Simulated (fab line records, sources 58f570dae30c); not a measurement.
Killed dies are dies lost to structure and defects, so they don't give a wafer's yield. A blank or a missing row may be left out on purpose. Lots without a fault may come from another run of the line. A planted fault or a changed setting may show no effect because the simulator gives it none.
fab line records | flow berkeley_cmos170
record lots=14 wafers=42 last_day=13
route steps=331 shown PVT@121 FIELD@126 GATE@139 PLDD@149
lots that met no fault: from a run of the same line without faults
start_h: hours from the record's first day to the start of the lot's first wafer shown | wait_h: hours since the lot's step before | " the same as in the row above | L1.1+2: a row that stands for several wafers | - no value, or no start given | * or withheld: withheld | < > ~ a bound
route shown NAME@n: a module of which the file shows steps, and the number in the route of the first | usual: mean/standard deviation of fault-free wafers | same: alike in all rows | chamber/n: place in a boat | sites: the reading at each site | _std_site: their standard deviation | _edge_site: outer sites' mean less inner sites' | radius_mm: how far each site lies from the wafer's centre | mask NAME#n: copy n | behind: the tool/chamber that last shaped the wafer | hold: why the lot was held/for how many hours/how that ended | device: the transistor (n, p or np) that didn't switch | end of line: the same wafers' tests at the end of the route | a step without rows: its recipe alone | killed: dies lost to structure and defects at the first sort, not the wafer's yield | map: a wafer's dies, x killed, . not, _ none there
set.NAME: the setting as run; set.NAME@STEP: as run at that earlier step | model.NAME: the simulator's own value behind a step, which no gauge read
steps of the route over a sample of lots; a table a step, a row a wafer
## steps
# step UCB170_PVT_OVL_MEAS_06
# usual PVT_OVL=0/5.8
# columns lot.wafer tool chamber start_h wait_h PVT_OVL[nm]
L665.3 overlay-01 - 126.68 - -2
L665.5 " - " " -2
L665.6 " - " " 6
L669.1 overlay-01 - 140.98 - 2
L669.2 " - " " 10
L669.4 " - " " 8
L672.3 overlay-02 - 155.43 - 10
L672.4 " - " " 1
L672.6 " - " " 3
L673.3 overlay-02 - 165.31 - 2
L673.4 " - " " -6
L673.5 " - " " 8
L675.2 overlay-02 - 193.69 - -6
L675.5 " - " " -18
L675.6 " - " " -9
L679.3 overlay-02 - 206.50 - 8
L679.5 " - " " -3
L679.6 " - " " 4
L680.1 overlay-02 - 206.74 - -2
L680.5 " - " " -5
L680.6 " - " " -14
L684.2 overlay-02 - 223.38 - 0
L684.4 " - " " 1
L684.6 " - " " 3
L681.2 overlay-01 - 223.65 - 2
L681.3 " - " " 6
L681.6 " - " " 3
L682.1 overlay-01 - 233.79 - 1
L682.4 " - " " -1
L682.5 " - " " -6
L686.3 overlay-02 - 234.07 - 4
L686.4 " - " " -7
L686.6 " - " " -3
L685.1 overlay-02 - 237.96 - 3
L685.3 " - " " -5
L685.6 " - " " -9
L683.1 overlay-02 - 238.21 - -1
L683.2 " - " " -1
L683.3 " - " " -5
L687.1 overlay-01 - 254.69 - 0
L687.3 " - " " -6
L687.4 " - " " 4
# step UCB170_FIELD_THK_MEAS_91
# recipe reads=SiO2_of_FIELD_OXIDATION_01
# usual FIELD_OXIDE_LEFT_2_THK=351/10
# columns lot.wafer tool chamber start_h wait_h FIELD_OXIDE_LEFT_2_THK[nm]
L665.3 film_metro-03 - 127.10 0.0 353
L665.5 " - " " 352
L665.6 " - " " 354
L669.1 film_metro-01 - 141.39 0.0 369
L669.2 " - " " 363
L669.4 " - " " 363
L672.3 film_metro-03 - 155.91 0.0 355
L672.4 " - " " 348
L672.6 " - " " 347
L673.3 film_metro-04 - 165.79 0.0 358
L673.4 " - " " 366
L673.5 " - " " 347
L675.2 film_metro-01 - 194.10 0.0 358
L675.5 " - " " 344
L675.6 " - " " 355
L679.3 film_metro-01 - 207.04 0.0 362
L679.5 " - " " 346
L679.6 " - " " 345
L680.1 film_metro-04 - 207.15 0.0 345
L680.5 " - " " 335
L680.6 " - " " 355
L684.2 film_metro-04 - 223.79 0.0 332
L684.4 " - " " 346
L684.6 " - " " 340
L681.2 film_metro-03 - 224.06 0.0 359
L681.3 " - " " 361
L681.6 " - " " 362
L682.1 film_metro-03 - 234.43 0.0 348
L682.4 " - " " 338
L682.5 " - " " 338
L686.3 film_metro-04 - 234.52 0.0 324
L686.4 " - " " 329
L686.6 " - " " 334
L685.1 film_metro-01 - 238.50 0.0 348
L685.3 " - " " 341
L685.6 " - " " 352
L683.1 film_metro-03 - 238.74 0.0 348
L683.2 " - " " 336
L683.3 " - " " 342
L687.1 film_metro-01 - 255.15 0.0 332
L687.3 " - " " 338
L687.4 " - " " 342
# step UCB170_GATE_OVL_MEAS_13
# usual GATE_OVL=1/4.9
# columns lot.wafer tool chamber start_h wait_h GATE_OVL[nm]
L665.3 overlay-02 - 141.61 0.1 0
L665.5 " - " " 8
L665.6 " - " " 6
L669.1 overlay-02 - 152.93 0.1 -9
L669.2 " - " " -2
L669.4 " - " " -5
L672.3 overlay-02 - 175.48 0.1 6
L672.4 " - " " 4
L672.6 " - " " 3
L673.3 overlay-01 - 186.65 0.1 -6
L673.4 " - " " 8
L673.5 " - " " 0
L675.2 overlay-01 - 210.23 0.1 0
L675.5 " - " " 1
L675.6 " - " " 2
L680.1 overlay-02 - 220.16 0.1 9
L680.5 " - " " 1
L680.6 " - " " -6
L679.3 overlay-01 - 220.20 0.1 10
L679.5 " - " " 5
L679.6 " - " " 4
L681.2 overlay-01 - 238.10 0.1 5
L681.3 " - " " 6
L681.6 " - " " 7
L684.2 overlay-01 - 238.45 0.1 11
L684.4 " - " " 9
L684.6 " - " " 5
L685.1 overlay-01 - 248.93 0.1 0
L685.3 " - " " -8
L685.6 " - " " -5
L686.3 overlay-02 - 248.99 0.1 0
L686.4 " - " " -5
L686.6 " - " " -7
L683.1 overlay-01 - 249.05 0.1 -2
L683.2 " - " " -4
L683.3 " - " " -5
L682.1 overlay-01 - 249.26 0.1 -8
L682.4 " - " " -4
L682.5 " - " " -3
L687.1 overlay-01 - 265.00 0.1 1
L687.3 " - " " 1
L687.4 " - " " 6
# step UCB170_PLDD_PEB_04
# recipe peb_temp_c=130 peb_time_s=withheld resist=KrF
# usual chill_plate_temp_C=23.02/0.097 exhaust_pa=44.8/0.91
# columns lot.wafer tool chamber start_h wait_h chill_plate_temp_C exhaust_pa
L665.3 litho_track-02 0 144.06 0.9 23.06 43.4
L665.5 " 0 " " 22.95 46.4
L665.6 " 0 " " 23.09 43.5
L669.1 litho_track-03 0 155.99 0.7 22.98 45.2
L669.2 " 0 " " 23.01 46.3
L669.4 " 0 " " 22.90 45.7
L672.3 litho_track-03 0 177.43 0.8 23.10 44.4
L672.4 " 0 " " 23.17 43.3
L672.6 " 0 " " 22.98 45.7
L673.3 litho_track-02 - 188.15 0.1 - -
L673.4 " - " " - -
L673.5 " - " " - -
L675.2 litho_track-02 - 212.50 0.1 - -
L675.5 " - " " - -
L675.6 " - " " - -
L680.1 litho_track-02 0 221.38 0.1 23.41 44.0
L680.5 " 0 " " 23.15 44.4
L680.6 " 0 " " 23.04 43.7
L679.3 litho_track-03 0 221.66 0.1 23.01 44.9
L679.5 " 0 " " 23.04 45.7
L679.6 " 0 " " 22.86 44.0
L681.2 litho_track-03 0 239.42 0.3 22.99 43.9
L681.3 " 0 " " 23.14 44.6
L681.6 " 0 " " 23.04 44.1
L684.2 litho_track-02 0 239.91 0.3 23.08 43.8
L684.4 " 0 " " 22.91 43.9
L684.6 " 0 " " 22.90 44.3
L685.1 litho_track-02 0 250.99 0.8 23.13 44.3
L685.3 " 0 " " 22.77 44.0
L685.6 " 0 " " 22.99 45.2
L686.3 litho_track-03 0 251.15 0.6 23.08 46.9
L686.4 " 0 " " 23.06 45.7
L686.6 " 0 " " 23.15 45.8
L683.1 litho_track-02 0 251.27 0.5 23.16 45.2
L683.2 " 0 " " 23.00 45.0
L683.3 " 0 " " 23.10 46.7
L682.1 litho_track-04 0 251.56 0.7 23.04 45.0
L682.4 " 0 " " 23.07 45.9
L682.5 " 0 " " 23.11 44.9
L687.1 litho_track-03 0 266.18 0.1 22.93 45.2
L687.3 " 0 " " 22.97 45.2
L687.4 " 0 " " 22.97 46.5
## key
first_sign step=UCB170_PLDD_PEB_04 reading=tool_record direction=missing
effect none on later readings
met_at UCB170_PLDD_PEB_04
struck_lots L673,L675
sort_left_out L673.3,L673.4,L673.5,L675.2,L675.5,L675.6
tester_left_out L673,L675
not_acting_at UCB170_PVT_OVL_MEAS_06,UCB170_FIELD_THK_MEAS_91,UCB170_GATE_OVL_MEAS_13
onset_between 144.06 188.15
fault kind=skipped_step_whole tool=litho_track-02 chamber=- onset_h=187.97 steps=UCB170_PLDD_PEB_04 scope=struck_lots_only
# tester_left_out: of these lots the tester's yield and bins aren't shown, on N5 and GAA mostly nor the transistor test; their killed dies are dies lost to structure and defects alone, not to doping, threshold or leakage, so they don't give the yield
# sort_left_out: the simulated sort isn't trusted on such a fault, so these wafers' sort isn't shown, and their yield isn't known
